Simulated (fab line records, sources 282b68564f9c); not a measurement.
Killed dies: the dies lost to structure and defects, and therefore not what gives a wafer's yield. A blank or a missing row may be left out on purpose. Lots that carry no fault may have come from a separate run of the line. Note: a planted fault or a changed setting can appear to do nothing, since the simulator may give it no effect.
Split-lot experiment + flow rit-cmos + 23 wafers read across 5 lots, on a route 202 steps long

## THE SPLIT ITSELF
At RIT_M1_DEVELOP_08 (develop time 68 s), the setting develop-time-s was moved away from the recipe's 68 s on 8 of the 23 wafers read, by -14.6% to +13.0%. The other wafers ran this setting at the recipe's value.

## FROM THE SPLIT TO THE READING: what the file shows between them, 5 steps
- RIT_M1_CD_MEAS_09: target cd 2600 nm
- RIT_M1_HARDBAKE_11: time 120 s
- RIT_M1_METAL_ETCH_12: etches Al in Cl2/BCl3, stops on SiO2, time 165 s, target depth 600 nm
- RIT_M1_STRIP_13: strips in nmp, time 600 s
- RIT_M1_STRIP_14: strips in O2, time 180 s

## THE READING
cd-nm (nm) at RIT_M1_CD_MEAS_90, where the cd target is 2600 nm. A value of 2603 nm with a standard deviation of 3.4 nm is what fault-free wafers of this fab line usually give.

| wafer  | tool, chamber at the split | develop-time-s as run, s | against the recipe | cd-nm, nm | against lot-mates on the recipe |
|--------|----------------------------|--------------------------|--------------------|-----------|---------------------------------|
| L077.1 | litho-track-02, 0          | 68                       | recipe             | 2601      | -                               |
| L077.2 | litho-track-02, 0          | 68                       | recipe             | 2601      | -                               |
| L077.3 | litho-track-02, 0          | 68                       | recipe             | 2595      | -                               |
| L077.4 | litho-track-02, 0          | 58.08                    | -14.6%             | 2610      | +11                             |
| L077.5 | litho-track-02, 0          | 58.08                    | -14.6%             | 2611      | +12                             |
| L079.1 | litho-track-04, 0          | 60.13                    | -11.6%             | 2619      | +12                             |
| L079.2 | litho-track-04, 0          | 68                       | recipe             | 2608      | -                               |
| L079.3 | litho-track-04, 0          | 68                       | recipe             | 2608      | -                               |
| L079.4 | litho-track-04, 0          | 60.13                    | -11.6%             | 2618      | +11                             |
| L079.5 | litho-track-04, 0          | 68                       | recipe             | 2604      | -                               |
| L081.1 | litho-track-01, 0          | 68                       | recipe             | 2604      | -                               |
| L081.3 | litho-track-01, 0          | 68                       | recipe             | 2602      | -                               |
| L081.4 | litho-track-01, 0          | 68                       | recipe             | 2602      | -                               |
| L084.1 | litho-track-02, 0          | 68                       | recipe             | 2600      | -                               |
| L084.2 | litho-track-02, 0          | 58.05                    | -14.6%             | 2616      | +14                             |
| L084.4 | litho-track-02, 0          | 68                       | recipe             | 2601      | -                               |
| L084.5 | litho-track-02, 0          | 58.05                    | -14.6%             | 2612      | +10                             |
| L084.6 | litho-track-02, 0          | 68                       | recipe             | 2604      | -                               |
| L085.2 | litho-track-01, 0          | 68                       | recipe             | 2605      | -                               |
| L085.3 | litho-track-01, 0          | 76.83                    | +13.0%             | 2596      | -11                             |
| L085.4 | litho-track-01, 0          | 76.83                    | +13.0%             | 2598      | -9                              |
| L085.5 | litho-track-01, 0          | 68                       | recipe             | 2608      | -                               |
| L085.6 | litho-track-01, 0          | 68                       | recipe             | 2609      | -                               |

THE FIT
A straight line over all 23 wafers: cd-nm changes by -0.682 nm for each +1% of develop-time-s; r = -0.80; the points scatter about the line by 4 nm.
The same after taking each lot's own level away (the mean of its wafers on the recipe; 23 wafers): -0.843 nm for each +1%; r = -0.96; scatter 1.9 nm.
That fit puts the effect of the largest move of develop-time-s on the reading at 12 nm.
Measured against the standard deviation above, the lots' own levels, which go from 2599.0 to 2607.3 nm, span 2.5 times it.
So the slope is not independent of the lot-to-lot level: the two fits are not the same.
Check: with one of the wafers moved furthest among these (-14.6%) left out of the fit, the line predicts +12.2 nm for it against its lot-mates. Against them it came out at +14.3 nm.

## THE OTHER SPLITS THESE WAFERS WENT THROUGH
These wafers also went through other splits before the reading. Each is held against what the fit with the lots' levels taken away leaves over:
| other split on the same wafers | wafers away from the commonest value | r with cd-nm (lot level and that fit taken away) |
|--------------------------------|--------------------------------------|--------------------------------------------------|
| RIT_CONTACT_EXPOSE_05 dose-mj  | 5                                    | -0.19                                            |
| RIT_M1_COAT_04 resist-thk-nm   | 5                                    | +0.47                                            |

## THE WHOLE CHAIN: every reading that the file lists as answering this split, in the file's order
| step              | what it does      | reading | change (the file's fit)               | r (the file's) |
|-------------------|-------------------|---------|---------------------------------------|----------------|
| RIT_M1_CD_MEAS_09 | target cd 2600 nm | cd-nm   | -0.883 nm for each +1% of the setting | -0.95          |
| RIT_M1_CD_MEAS_90 | target cd 2600 nm | cd-nm   | -0.866 nm for each +1% of the setting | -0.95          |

## FILE'S OWN FIT
cd-nm changes by -0.866 nm for each +1% of develop-time-s, r = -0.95.
